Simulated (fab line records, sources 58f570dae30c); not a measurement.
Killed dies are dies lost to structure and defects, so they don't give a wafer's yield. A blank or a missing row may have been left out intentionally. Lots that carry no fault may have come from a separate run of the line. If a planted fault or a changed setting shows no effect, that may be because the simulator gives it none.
fab line records    flow berkeleyCmos170    part 2 of 2: steps 35 to 44 of 44
record lots=5  wafers=15  lastDay=11
route steps=331 shown NVT@106 PVT@115 GATE@125 FIELD@126 PLDD@145
lots untouched by any fault: they come from a run of this same line in which no faults occurred
startH: start of the lot's first displayed wafer, in hours after the record's first day    waitH: hours since the lot's step before    " as in the row above    L1.1+2: a single row standing in for several wafers    - no value, or no start given    * or withheld: withheld    < > ~ a bound
route shown NAME@n: NAME is a module with steps in the file, n the number in the route of the first one    usual: mean and standard deviation over wafers with no fault    same: alike in all rows    chamber/n: place in a boat    sites: per-site readings    _std_site: the standard deviation of these    _edge_site: inner sites' mean taken away from outer sites' mean    radiusMm: how far each site lies from the wafer's centre    mask NAME#n: copy n    behind: the most recent tool/chamber to have shaped the wafer    hold: what put the lot on hold/how long, in hours/how the hold closed    device: names the non-switching transistor (n, p or np)    end of line: the route-end tests of the same wafers    for a step that has no rows: nothing shown but its recipe    killed: count of dies lost to structure and defects at first sort (not the wafer's yield)    map: per-die view of a wafer (x killed, . not killed, _ where there is no die)
set.NAME: the setting the step ran with; set.NAME@STEP: the setting that earlier step ran with    model.NAME: the simulator's own value behind a step, which no gauge read
lots seen at some steps along the route; tables by step, rows by wafer
services: a tool's chamber out of use, with start hour (startH, from the record's first day; less than 0 if before it), hours out, and reason
## steps
# step UCB170_GATE_ETCH_14
# recipe chemistry=N2/H2  targetDepthA=withheld  overetchA=withheld  target=BARC  timeS=withheld  sourceW=500  biasW=100  pressureMtorr=30  n2FlowSccm=100  h2FlowSccm=200
# usual chamberPressureMTorr=29.995/0.029  drypumpMotorCurrentA=5.8/0.38  oesProductAu=1.005/0.021  throttleValvePct=13.31/0.18
lot.wafer  tool        chamber  startH  waitH  chamberPressureMTorr  drypumpMotorCurrentA  oesProductAu  throttleValvePct
L077.1     rieDiel-04  2        136.42  0.0    30.041                5.7                   1.015         13.36
L077.2     "           3        "       "      29.992                5.2                   0.984         13.24
L077.3     "           0        "       "      30.012                5.2                   1.010         13.10
L081.3     rieDiel-04  3        163.45  0.0    30.039                5.2                   0.982         13.26
L081.4     "           0        "       "      29.980                5.2                   0.999         13.10
L081.5     "           1        "       "      29.958                6.0                   1.004         13.55
L082.2     rieDiel-02  1        163.73  0.0    30.013                6.2                   1.010         13.18
L082.3     "           0        "       "      29.962                5.9                   1.033         13.56
L082.4     "           3        "       "      30.018                6.4                   0.994         13.31
L085.1     rieDiel-04  2        187.99  0.0    30.061                5.7                   1.012         13.36
L085.3     "           0        "       "      29.946                5.2                   1.016         13.10
L085.5     "           0        "       "      30.004                5.2                   1.013         13.09
L094.1     rieDiel-02  2        229.01  0.0    29.924                6.4                   1.013         12.96
L094.2     "           3        "       "      29.988                6.4                   0.961         13.32
L094.3     "           1        "       "      30.014                6.2                   0.993         13.19
# step UCB170_GATE_ETCH_15
# recipe chemistry=HBr/Cl2  target=poly-Si  stopOn=SiO2  overEtchFrac=0.3  icpW=300  biasW=150  timeS=56.3  pressureMtorr=15  HBr_flow_sccm=150  Cl2_flow_sccm=50  targetDepthA=2782
# usual chamberPressureMTorr=15.002/0.015  drypumpMotorCurrentA=5.8/0.56  oesProductAu=0.824/0.017  throttleValvePct=26.56/0.28
lot.wafer  tool      chamber  startH  waitH  chamberPressureMTorr  drypumpMotorCurrentA  oesProductAu  rfHoursCounterH  throttleValvePct
L077.1     rieSi-02  2        136.47  -      15.019                5.6                   0.857         11               26.38
L077.2     "         3        "       "      14.996                5.6                   0.829         105              26.38
L077.3     "         0        "       "      14.996                4.8                   0.796         54               26.69
L081.3     rieSi-01  2        163.49  -      14.978                6.4                   0.801         0                26.84
L081.4     "         3        "       "      15.013                6.0                   0.809         0                26.98
L081.5     "         2        "       "      15.021                6.3                   0.810         -                26.85
L082.2     rieSi-02  3        163.77  -      15.023                5.6                   0.828         105              26.36
L082.3     "         2        "       "      15.007                5.7                   0.869         11               26.38
L082.4     "         0        "       "      14.988                4.7                   0.807         54               26.68
L085.1     rieSi-02  3        188.03  -      15.022                5.6                   0.820         105              26.38
L085.3     "         2        "       "      14.997                5.6                   0.852         11               26.37
L085.5     "         3        "       "      15.014                5.6                   0.819         -                26.38
L094.1     rieSi-02  0        229.05  -      15.007                4.7                   0.807         54               26.70
L094.2     "         2        "       "      14.994                5.7                   0.855         11               26.37
L094.3     "         1        "       "      15.004                6.2                   0.843         1                26.02
# step UCB170_GATE_STRIP_16
# recipe chemistry=O2  powerW=400  pressureMtorr=3500  platenTempC=withheld  o2FlowSccm=400  overashFraction=0.5
# usual chamberPressureMTorr=3500/3.2  drypumpMotorCurrentA=5.7/0.52  oesProductAu=0.724/0.0041
lot.wafer  tool            chamber  startH  waitH  chamberPressureMTorr  drypumpMotorCurrentA  oesProductAu  rfHoursCounterH
L077.1     plasmaAsher-03  0        136.51  0.0    3498                  6.1                   0.717         2
L077.2     "               1        "       "      3503                  6.0                   0.725         2
L077.3     "               1        "       "      3502                  6.0                   0.722         -
L081.3     plasmaAsher-02  0        163.57  0.1    3505                  6.3                   0.719         -
L081.4     "               1        "       "      3503                  5.4                   0.720         -
L081.5     "               0        "       "      3501                  6.3                   0.723         -
L082.2     plasmaAsher-04  1        163.82  0.0    3499                  4.8                   0.720         39
L082.3     "               1        "       "      3506                  4.8                   0.726         -
L082.4     "               0        "       "      3502                  5.8                   0.716         -
L085.1     plasmaAsher-02  0        188.08  0.0    3503                  6.2                   0.721         48
L085.3     "               1        "       "      3499                  5.4                   0.728         -
L085.5     "               1        "       "      3499                  5.4                   0.719         -
L094.1     plasmaAsher-03  0        229.10  0.0    3505                  6.1                   0.731         9
L094.2     "               1        "       "      3499                  6.0                   0.727         9
L094.3     "               1        "       "      3502                  6.1                   0.722         -
# step UCB170_GATE_CD_MEAS_90
# recipe targetCdNm=350
# usual cdNm=349.9/1.6
lot.wafer  tool      chamber  startH  waitH  cdNm
L077.1     cdSem-01  -        136.75  0.2    350.0
L077.2     "         -        "       "      351.6
L077.3     "         -        "       "      350.1
L081.3     cdSem-01  -        163.68  0.1    352.2
L081.4     "         -        "       "      350.6
L081.5     "         -        "       "      351.4
L082.2     cdSem-01  -        163.94  0.1    350.7
L082.3     "         -        "       "      349.1
L082.4     "         -        "       "      347.0
L085.1     cdSem-01  -        188.35  0.2    348.0
L085.3     "         -        "       "      348.7
L085.5     "         -        "       "      348.2
L094.1     cdSem-02  -        229.20  0.1    351.0
L094.2     "         -        "       "      351.5
L094.3     "         -        "       "      350.9
# step UCB170_GATE_CLEAN_17
# recipe chemistry=SPM  tempC=120  timeS=600
lot.wafer   tool         chamber  startH  waitH
L077.1+2+3  wetBench-01  2        136.87  0.1
L081.3+4+5  wetBench-01  1        165.26  1.6
L082.2+3+4  wetBench-01  2        165.26  1.3
L085.1+3+5  wetBench-01  2        188.47  0.1
L094.1+2+3  wetBench-01  2        229.32  0.1
# step UCB170_PLDD_HMDS_00
# recipe primeTimeS=60  primeTempC=100
lot.wafer   tool           chamber  startH  waitH
L077.1+2+3  lithoTrack-02  0        137.06  0.0
L081.3+4+5  lithoTrack-04  0        165.91  0.3
L082.2+3+4  lithoTrack-03  0        165.99  0.4
L085.1+3+5  lithoTrack-04  0        188.64  0.0
L094.1+2+3  lithoTrack-03  0        229.49  0.0
# step UCB170_PLDD_COAT_01
# recipe resist=KrF  spinRpm=1500  resistThkNm=900
lot.wafer   tool           chamber  startH  waitH
L077.1+2+3  lithoTrack-02  0        137.21  0.1
L081.3+4+5  lithoTrack-04  0        166.06  0.1
L082.2+3+4  lithoTrack-03  0        166.14  0.1
L085.1+3+5  lithoTrack-04  0        188.79  0.1
L094.1+2+3  lithoTrack-03  0        229.64  0.1
# step UCB170_PLDD_SOFTBAKE_02
# recipe resist=KrF  tempC=130  timeS=60
lot.wafer   tool           chamber  startH  waitH
L077.1+2+3  lithoTrack-02  0        137.36  0.1
L081.3+4+5  lithoTrack-04  0        166.21  0.1
L082.2+3+4  lithoTrack-03  0        166.29  0.1
L085.1+3+5  lithoTrack-04  0        188.94  0.1
L094.1+2+3  lithoTrack-03  0        229.79  0.1
# step UCB170_PLDD_EXPOSE_03
# recipe maskId=PSELECT  na=0.5  sigmaOuter=0.6  sourceShape=conventional  targetCdNm=1200  doseMj=30.62
# same sigmaOuter=0.6
lot.wafer   tool           chamber  startH  waitH  mask
L077.1+2+3  krfScanner-02  0        137.63  0.2    PSELECT#0
L081.3+4+5  krfScanner-01  0        166.47  0.2    PSELECT#0
L082.2+3+4  krfScanner-01  0        166.57  0.3    PSELECT#0
L085.1+3+5  krfScanner-01  0        189.09  0.1    PSELECT#0
L094.1+2+3  krfScanner-01  0        229.94  0.1    PSELECT#0
# step UCB170_PLDD_PEB_04
# recipe pebTempC=130  pebTimeS=withheld  resist=KrF
lot.wafer   tool           chamber  startH  waitH
L077.1+2+3  lithoTrack-03  0        137.75  0.1
L081.3+4+5  lithoTrack-04  0        166.64  0.1
L082.2+3+4  lithoTrack-04  0        166.89  0.3
L085.1+3+5  lithoTrack-04  0        189.54  0.4
L094.1+2+3  lithoTrack-02  0        230.06  0.1
## services
tool            chamber  startH  hours  kind
plasmaAsher-02  -        95.28   6.6    repair
plasmaAsher-03  -        108.80  9.0    pm
plasmaAsher-02  -        119.59  1.4    repair
plasmaAsher-03  -        123.99  1.6    repair
krfScanner-01   -        125.14  0.8    pm
rieDiel-02      2        125.65  4.1    repair
rieDiel-04      -        127.56  1.6    repair
krfScanner-02   -        131.95  1.1    repair
furnace-03      -        148.63  3.0    pm
krfScanner-02   -        150.69  0.5    repair
plasmaAsher-03  -        153.40  14.6   pm
krfScanner-02   -        155.00  1.0    pm
rieDiel-04      -        163.99  2.6    repair
plasmaAsher-02  -        169.02  2.8    pm
krfScanner-02   -        179.17  1.3    pm
furnace-03      -        180.61  1.8    pm
implanter-03    -        190.93  2.7    pm
plasmaAsher-03  -        194.99  2.1    repair
rieSi-02        -        197.23  0.5    repair
implanter-04    -        208.14  2.3    repair
lpcvd-01        -        208.84  1.5    repair
furnace-01      -        214.76  4.4    pm
krfScanner-01   -        219.13  1.0    pm
krfScanner-02   -        221.88  4.4    pm
